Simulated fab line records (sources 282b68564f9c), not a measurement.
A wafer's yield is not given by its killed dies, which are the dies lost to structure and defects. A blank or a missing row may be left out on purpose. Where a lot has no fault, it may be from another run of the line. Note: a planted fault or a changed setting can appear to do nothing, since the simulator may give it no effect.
One fault through the eyes of 2 desks + flow ritCmos + numbers are kept per desk, each desk with only its own; the story behind them comes last

## AT THE TOOL OWNER'S DESK: implanter-04
The tool's own readings at RIT_PLDD_IMPLANT_08, given as means over the sampled wafers that have a number, one for each lot that went through this tool. The brackets show how far a lot's mean lies from the usual mean; more than 4 standard deviations puts the lot out of limits, marked OUT.
Columns: A = endStationPressureTorr at RIT_PLDD_IMPLANT_08, usual 7.3e-06 Torr; B = tiltDeg at RIT_PLDD_IMPLANT_08, usual 6.998 degrees
| lot  | first seen here | A       | B               |
|------|-----------------|---------|-----------------|
| L169 | day 2 20:18     | 7.5e-06 | 7.001           |
| L170 | day 3 01:40     | 7.6e-06 | 6.980           |
| L173 | day 3 16:31     | 7.1e-06 | 6.996           |
| L176 | day 4 07:25     | 7.7e-06 | 7.003           |
| L177 | day 4 11:53     | 7.2e-06 | 7.757 (+42) OUT |
| L180 | day 5 03:07     | 7.4e-06 | 7.777 (+43) OUT |
| L181 | day 5 06:20     | 7.4e-06 | 7.774 (+43) OUT |
This desk finds L177, L180, L181 out of limits, L177 being first, at day 4 11:53 (tiltDeg at RIT_PLDD_IMPLANT_08). Within limits: L169, L170, L173, L176.

## THE METROLOGY DESK
What the gauges read, lot by lot, whatever tool the lot ran on: means of the sampled wafers that have a number. The brackets show how far a lot's mean lies from the usual mean; more than 4 standard deviations puts the lot out of limits, marked OUT.
Columns: A = PLDD_RS at RIT_SDANNEAL_RS_MEAS_06, usual 178.9 ohm/sq
| lot  | first seen here | A     |
|------|-----------------|-------|
| L169 | day 3 03:07     | 178.9 |
| L170 | day 3 08:08     | 179.1 |
| L171 | day 3 14:44     | 179.3 |
| L172 | day 3 18:25     | 179.2 |
| L173 | day 3 23:15     | 178.6 |
| L174 | day 4 03:13     | 178.5 |
| L176 | day 4 13:55     | 179.9 |
| L178 | day 4 23:58     | 179.6 |
| L184 | day 6 04:11     | 178.4 |
| L187 | day 6 19:43     | 178.9 |
| L188 | day 7 00:03     | 178.5 |
| L189 | day 7 05:28     | 178.9 |
Result from this desk: across the 12 lots, nothing is out of limits.

## ALL TOGETHER
The tool owner's desk had the chance to raise an alarm at day 4 11:53 on L177, L180, L181.
The metrology desk saw nothing out of limits.
The metrology desk has no number on record for L177, L180, L181.
The lots listed all ran RIT_PLDD_IMPLANT_08 on implanter-04.

## WHAT THE SIMULATOR HAD INSERTED
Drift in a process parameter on implanter-04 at RIT_PLDD_IMPLANT_08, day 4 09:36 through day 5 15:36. A move of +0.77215 in setting tiltDeg, from 7. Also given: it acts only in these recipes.
Struck lots among those shown: L177, L180, L181.
Delay in hours, fault start to first out-of-limits reading, by desk: the tool owner's desk at 2.
